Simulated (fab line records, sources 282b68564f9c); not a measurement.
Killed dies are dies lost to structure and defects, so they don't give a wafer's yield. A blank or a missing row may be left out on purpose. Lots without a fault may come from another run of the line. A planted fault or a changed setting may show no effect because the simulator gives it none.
Which tool did it? | flow rit_cmos | 14 lots, 42 wafers sampled, at 2 steps of a route of 202

WHAT THE GAUGES READ, wafer by wafer
The record holds no reading of a measuring or inspecting step that can be judged against a usual standard deviation.

WHICH TOOL RAN EACH LOT (tool, then ch and the chambers of the sampled wafers, then the start)
lot  | RIT_CONTACT_STRIP_12                | RIT_M1_PROBE_99
L526 | plasma_asher-02 ch 0,1, day 3 05:14 | prober-02, day 3 10:04
L527 | plasma_asher-01 ch 0,1, day 3 09:21 | prober-01, day 3 14:03
L528 | plasma_asher-02 ch 0,1, day 3 13:59 | prober-02, day 3 18:38
L529 | plasma_asher-01 ch 0,1, day 3 19:02 | prober-01, day 3 23:50
L530 | plasma_asher-02 ch 0,1, day 4 01:26 | prober-02, day 4 06:30
L531 | plasma_asher-01 ch 0,1, day 4 05:48 | prober-01, day 4 10:35
L534 | plasma_asher-01 ch 0,1, day 4 21:50 | prober-02, day 5 02:44
L538 | plasma_asher-01 ch 0,1, day 5 18:58 | prober-02, day 6 00:09
L539 | plasma_asher-02 ch 0,1, day 5 20:59 | prober-01, day 6 01:46
L544 | plasma_asher-03 ch 0,1, day 6 23:17 | prober-02, day 7 04:07
L545 | plasma_asher-02 ch 0,1, day 7 02:55 | prober-01, day 7 07:49
L547 | plasma_asher-03 ch 0,1, day 7 13:41 | prober-01, day 7 19:40
L548 | plasma_asher-02 ch 0,1, day 7 18:14 | prober-02, day 8 02:02
L549 | plasma_asher-03 ch 0,1, day 7 22:38 | prober-01, day 8 04:46
- RIT_CONTACT_STRIP_12: strips in O2, time 180 s.
- RIT_M1_PROBE_99

WHAT THE TOOLS THEMSELVES READ (means of the sampled wafers that have a number; where no wafer has one, the mark that the record gives instead)
RIT_CONTACT_STRIP_12.
lot  | tool            | drypump_motor_current_A (A) | rf_refl_power_W (W) | run_length_s (s)
L526 | plasma_asher-02 | 5.2                         | 5.8                 | 208.1
L527 | plasma_asher-01 | 5.5                         | 5.4                 | 207.9
L528 | plasma_asher-02 | 5.2                         | 5.6                 | 207.9
L529 | plasma_asher-01 | 5.9                         | 5.6                 | 207.7
L530 | plasma_asher-02 | 5.2                         | 5.7                 | 208.1
L531 | plasma_asher-01 | 5.6                         | 5.4                 | 208.1
L534 | plasma_asher-01 | 5.9                         | 5.5                 | 216.0
L538 | plasma_asher-01 | 5.6                         | 5.7                 | 224.4
L539 | plasma_asher-02 | 5.2                         | 5.8                 | 208.1
L544 | plasma_asher-03 | 5.7                         | 8.4                 | 208.7
L545 | plasma_asher-02 | 5.0                         | 6.8                 | 208.1
L547 | plasma_asher-03 | 5.7                         | 8.6                 | 208.4
L548 | plasma_asher-02 | 5.0                         | 6.9                 | 208.2
L549 | plasma_asher-03 | 5.7                         | 8.5                 | 208.4

RIT_M1_PROBE_99.
lot  | tool      | killed_at_M0_to_M3 | killed_at_contacts | killed_at_front_end | killed_dies | killed_on_rim | killed_open | killed_short
L526 | prober-02 | 0.0                | 0.0                | 6.3                 | 6.3         | 2.0           | 3.7         | 2.7
L527 | prober-01 | 0.0                | 0.0                | 5.0                 | 5.0         | 0.7           | 3.0         | 2.0
L528 | prober-02 | 0.0                | 0.0                | 5.7                 | 5.7         | 1.3           | 1.0         | 4.7
L529 | prober-01 | 0.0                | 0.0                | 4.7                 | 4.7         | 0.7           | 2.0         | 2.7
L530 | prober-02 | 0.0                | 0.3                | 6.7                 | 7.0         | 1.3           | 5.0         | 2.0
L531 | prober-01 | 0.0                | 0.0                | 2.7                 | 2.7         | 0.3           | 1.3         | 1.3
L534 | prober-02 | 0.0                | 0.0                | 6.0                 | 6.0         | 2.3           | 2.7         | 3.3
L538 | prober-02 | 0.3                | 0.0                | 6.7                 | 7.0         | 2.0           | 4.0         | 3.0
L539 | prober-01 | 0.0                | 0.0                | 9.7                 | 9.7         | 2.0           | 4.7         | 5.0
L544 | prober-02 | 0.0                | 0.3                | 4.7                 | 5.0         | 1.0           | 2.0         | 3.0
L545 | prober-01 | 0.0                | 0.3                | 6.3                 | 6.7         | 1.7           | 3.7         | 3.0
L547 | prober-01 | 0.0                | 0.0                | 7.7                 | 7.7         | 2.7           | 5.3         | 2.3
L548 | prober-02 | 0.0                | 0.0                | 5.7                 | 5.7         | 1.3           | 4.0         | 1.7
L549 | prober-01 | 0.0                | 0.0                | 9.0                 | 9.0         | 2.3           | 5.0         | 4.0

THE ANSWER, worked out from the rows above alone
Rule: what is usual is taken from the lots themselves. Put in order of their means at a reading, lots are off if they are a third of the lots or fewer, leave a main group of 4 or more, and stand apart from it by a gap of 3 or more times the standard deviation of the main group's means; of several such gaps the widest counts. A main group whose means are all the same, to the digits that the tables above print for the reading, isn't used. A lot without any number at a reading at which 4 lots or more have one is off too. The other lots that the step has rows for count as sound. The gauges are gone through in route order, then the tools' own readings, and for those a lot's mean is taken as printed above. The first step at which some lot is off is used, and at that step the reading that is off furthest; a lot without a number counts as furthest.
Off: L534, L538, at RIT_CONTACT_STRIP_12 (run_length_s). The main group: mean 208.1 s, standard deviation 0.25.
A tool fits if, at that step or a process step before it, it ran every lot that is off, and no sound lot after the first of them. One fits: plasma_asher-01 at RIT_CONTACT_STRIP_12. Its last sound lot is L531 (day 4 05:48), its first lot that is off L534 (day 4 21:50): a fault that began between those two fits.
The tool's own readings at RIT_CONTACT_STRIP_12 bear it out: on the lots that are off they differ by more than 5 times the standard deviation of the sound lots' means. run_length_s reads 220.2 s there against 208.1 s on the sound lots.

WHAT THE SIMULATOR HAD PUT IN
Process parameter drift: plasma_asher-01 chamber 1, from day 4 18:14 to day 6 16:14, at RIT_CONTACT_STRIP_12. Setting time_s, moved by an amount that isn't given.
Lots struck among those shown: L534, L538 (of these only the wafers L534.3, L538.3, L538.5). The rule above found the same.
